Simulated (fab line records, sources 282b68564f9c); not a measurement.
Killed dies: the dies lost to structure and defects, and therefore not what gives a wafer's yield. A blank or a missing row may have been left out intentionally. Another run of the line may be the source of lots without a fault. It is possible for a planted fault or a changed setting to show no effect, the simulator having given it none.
Which tool was responsible? :: flow rit-cmos :: 13 lots with 39 wafers sampled at 2 steps, on a route of 202 steps

== WHAT THE GAUGES SHOWED, per wafer ==
RIT_ACTIVE_THK_MEAS_04.
lot: L864
measured: day 1 14:53
on: film-metro-01
ACTIVE_NITRIDE_THK (nm): 151.1 150.4 149.4

lot: L865
measured: day 1 19:15
on: film-metro-03
ACTIVE_NITRIDE_THK (nm): 150.0 150.0 150.0

lot: L866
measured: day 2 00:14
on: film-metro-04
ACTIVE_NITRIDE_THK (nm): 150.3 151.7 150.0

lot: L867
measured: day 2 04:32
on: film-metro-03
ACTIVE_NITRIDE_THK (nm): 151.7 150.9 150.9

lot: L868
measured: day 2 09:32
on: film-metro-01
ACTIVE_NITRIDE_THK (nm): 151.4 151.6 149.8

lot: L869
measured: day 2 14:32
on: film-metro-03
ACTIVE_NITRIDE_THK (nm): 150.0 149.8 150.6

lot: L870
measured: day 2 19:32
on: film-metro-01
ACTIVE_NITRIDE_THK (nm): 153.3 152.0 151.9

lot: L871
measured: day 3 00:32
on: film-metro-01
ACTIVE_NITRIDE_THK (nm): 150.2 150.2 149.0

lot: L879
measured: day 4 16:33
on: film-metro-04
ACTIVE_NITRIDE_THK (nm): 211.7 209.4 209.9

lot: L881
measured: day 5 02:32
on: film-metro-01
ACTIVE_NITRIDE_THK (nm): 211.3 210.4 211.1

lot: L882
measured: day 5 07:32
on: film-metro-04
ACTIVE_NITRIDE_THK (nm): 149.3 150.2 148.9

lot: L885
measured: day 5 22:32
on: film-metro-03
ACTIVE_NITRIDE_THK (nm): 150.9 150.5 150.9

lot: L887
measured: day 6 08:32
on: film-metro-03
ACTIVE_NITRIDE_THK (nm): 151.5 150.4 149.7

== WHICH TOOL RAN EACH LOT (tool, then ch and the chambers of the sampled wafers, then the start) ==
lot: L864
RIT_ACTIVE_CVD_03: lpcvd-01 ch 1, day 1 13:28

lot: L865
RIT_ACTIVE_CVD_03: lpcvd-02 ch 0, day 1 17:07

lot: L866
RIT_ACTIVE_CVD_03: lpcvd-02 ch 0, day 1 22:07

lot: L867
RIT_ACTIVE_CVD_03: lpcvd-02 ch 0, day 2 03:07

lot: L868
RIT_ACTIVE_CVD_03: lpcvd-01 ch 0, day 2 08:07

lot: L869
RIT_ACTIVE_CVD_03: lpcvd-02 ch 1, day 2 13:07

lot: L870
RIT_ACTIVE_CVD_03: lpcvd-01 ch 1, day 2 18:07

lot: L871
RIT_ACTIVE_CVD_03: lpcvd-02 ch 0, day 2 23:07

lot: L879
RIT_ACTIVE_CVD_03: lpcvd-02 ch 0, day 4 15:07

lot: L881
RIT_ACTIVE_CVD_03: lpcvd-02 ch 0, day 5 01:07

lot: L882
RIT_ACTIVE_CVD_03: lpcvd-01 ch 1, day 5 06:07

lot: L885
RIT_ACTIVE_CVD_03: lpcvd-01 ch 1, day 5 21:07

lot: L887
RIT_ACTIVE_CVD_03: lpcvd-01 ch 0, day 6 07:07
- RIT_ACTIVE_CVD_03: deposits Si3N4 from SiH2Cl2/NH3, target thk 150 nm, time 1500 s.

== WHAT THE TOOLS THEMSELVES READ (means of the sampled wafers that have a number; where no wafer has one, the mark that the record gives instead) ==
RIT_ACTIVE_CVD_03.
lot: L864
tool: lpcvd-01
spike-tc-centre-C (C): 812.5
spike-tc-load-C (C): 833
spike-tc-source-C (C): 833.9
susceptor-temp-C (C): 810.0

lot: L865
tool: lpcvd-02
spike-tc-centre-C (C): 810.9
spike-tc-load-C (C): 832
spike-tc-source-C (C): 836.6
susceptor-temp-C (C): 809.5

lot: L866
tool: lpcvd-02
spike-tc-centre-C (C): 811.3
spike-tc-load-C (C): 831
spike-tc-source-C (C): 836.3
susceptor-temp-C (C): 809.8

lot: L867
tool: lpcvd-02
spike-tc-centre-C (C): 810.9
spike-tc-load-C (C): 832
spike-tc-source-C (C): 837.6
susceptor-temp-C (C): 810.1

lot: L868
tool: lpcvd-01
spike-tc-centre-C (C): 811.7
spike-tc-load-C (C): 824
spike-tc-source-C (C): 834.3
susceptor-temp-C (C): 810.2

lot: L869
tool: lpcvd-02
spike-tc-centre-C (C): 812.2
spike-tc-load-C (C): 836
spike-tc-source-C (C): 832.9
susceptor-temp-C (C): 810.0

lot: L870
tool: lpcvd-01
spike-tc-centre-C (C): 811.9
spike-tc-load-C (C): 834
spike-tc-source-C (C): 833.2
susceptor-temp-C (C): 810.0

lot: L871
tool: lpcvd-02
spike-tc-centre-C (C): 811.3
spike-tc-load-C (C): 832
spike-tc-source-C (C): 836.8
susceptor-temp-C (C): 810.2

lot: L879
tool: lpcvd-02
spike-tc-centre-C (C): 830.5
spike-tc-load-C (C): 850
spike-tc-source-C (C): 856.4
susceptor-temp-C (C): 829.1

lot: L881
tool: lpcvd-02
spike-tc-centre-C (C): 830.3
spike-tc-load-C (C): 852
spike-tc-source-C (C): 856.9
susceptor-temp-C (C): 829.1

lot: L882
tool: lpcvd-01
spike-tc-centre-C (C): 813.3
spike-tc-load-C (C): 834
spike-tc-source-C (C): 833.8
susceptor-temp-C (C): 810.1

lot: L885
tool: lpcvd-01
spike-tc-centre-C (C): 811.9
spike-tc-load-C (C): 834
spike-tc-source-C (C): 833.0
susceptor-temp-C (C): 810.4

lot: L887
tool: lpcvd-01
spike-tc-centre-C (C): 813.2
spike-tc-load-C (C): 824
spike-tc-source-C (C): 834.7
susceptor-temp-C (C): 809.9

== THE ANSWER, worked out from the rows above alone ==
Rule: usual is defined by the lots themselves. Put in order of their means at a reading, lots are off if they are a third of the lots or fewer, leave a main group of 4 or more, and stand apart from it by a gap of 3 or more times the standard deviation of the main group's means; of several such gaps the widest counts. If all means in a main group match to the digits the tables above print for the reading, that group is not used. Also off: a lot with no number at a reading for which 4 or more lots have one. Where the step has rows for the other lots, those lots are counted as sound. The gauges are gone through in route order, then the tools' own readings, and for those a lot's mean is taken as printed above. At the first step where some lot is off, the reading lying furthest off is the one used; lots without a number count as furthest.
Off: at RIT_ACTIVE_THK_MEAS_04 (ACTIVE_NITRIDE_THK), L879, L881. The main group has a mean of 150.6 nm with a standard deviation of 0.76.
A tool fits if, at a process step before that reading, it ran every lot that is off, and no sound lot after the first of them. Not tried: the gauges at RIT_ACTIVE_THK_MEAS_04; whatever is off there is also off at RIT_ACTIVE_CVD_03, on other tools, and gauge error can't account for it. One fits: lpcvd-02 at RIT_ACTIVE_CVD_03. Its last sound lot is L871 (day 2 23:07), its first lot that is off L879 (day 4 15:07): a fault that began between those two fits.
The tool's own readings at RIT_ACTIVE_CVD_03 bear it out: on the lots that are off they differ by more than 5 times the standard deviation of the sound lots' means. spike-tc-centre-C reads 830.4 C there against 811.9 C on the sound lots; spike-tc-load-C reads 851 C there against 831 C on the sound lots; spike-tc-source-C reads 856.6 C there against 834.8 C on the sound lots; susceptor-temp-C reads 829.1 C there against 810.0 C on the sound lots.

== WHAT THE SIMULATOR HAD INSERTED ==
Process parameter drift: lpcvd-02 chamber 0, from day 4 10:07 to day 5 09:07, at RIT_ACTIVE_CVD_03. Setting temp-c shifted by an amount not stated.
Struck lots among those shown: L879, L881. Same finding as the rule above.
